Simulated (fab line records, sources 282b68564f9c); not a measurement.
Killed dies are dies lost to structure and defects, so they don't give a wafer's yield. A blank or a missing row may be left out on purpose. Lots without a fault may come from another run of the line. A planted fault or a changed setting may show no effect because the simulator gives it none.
One fault seen from 2 desks | flow rit_cmos | each desk has only its own numbers; what lay behind them comes last

THE TOOL OWNER'S DESK: iline_stepper-02
The tool's own readings at RIT_NSD_EXPOSE_03 (exposes mask M9, target cd 40700 nm): means of the sampled wafers that have a number, for each lot that ran on this tool. A lot is out of limits, marked OUT, if its mean lies more than 4 standard deviations from the usual mean; the brackets give that distance.
Columns: A = focus_offset_nm at RIT_NSD_EXPOSE_03, usual 0.0 nm
lot  | first seen here | A
L454 | day 3 07:35     | -0.2
L457 | day 4 00:31     | 0.3
L459 | day 4 13:08     | -0.3
L460 | day 4 17:51     | 0.0
L461 | day 4 21:29     | 0.4
L468 | day 6 07:44     | 0.7
L472 | day 7 03:47     | 0.2
This desk's finding: nothing out of limits on any of the 7 lots.

THE METROLOGY DESK
What the gauges read, lot by lot, whatever tool the lot ran on: means of the sampled wafers that have a number. A lot is out of limits, marked OUT, if its mean lies more than 4 standard deviations from the usual mean; the brackets give that distance.
Columns: A = NSD_OVL at RIT_NSD_OVL_MEAS_06, usual 0.5 nm
lot  | first seen here | A
L453 | day 2 23:35     | 1.5
L454 | day 3 07:58     | 1.2
L455 | day 3 15:13     | 0.9
L456 | day 3 21:07     | -1.4
L457 | day 4 00:53     | 0.9
L458 | day 4 04:14     | 0.7
L459 | day 4 13:31     | -2.0
L460 | day 4 18:15     | 1.6
L461 | day 4 21:53     | 0.5
L462 | day 4 22:28     | 2.2
This desk's finding: nothing out of limits on any of the 10 lots.

PUT TOGETHER
The tool owner's desk saw nothing out of limits.
The metrology desk saw nothing out of limits.

WHAT THE SIMULATOR HAD PUT IN
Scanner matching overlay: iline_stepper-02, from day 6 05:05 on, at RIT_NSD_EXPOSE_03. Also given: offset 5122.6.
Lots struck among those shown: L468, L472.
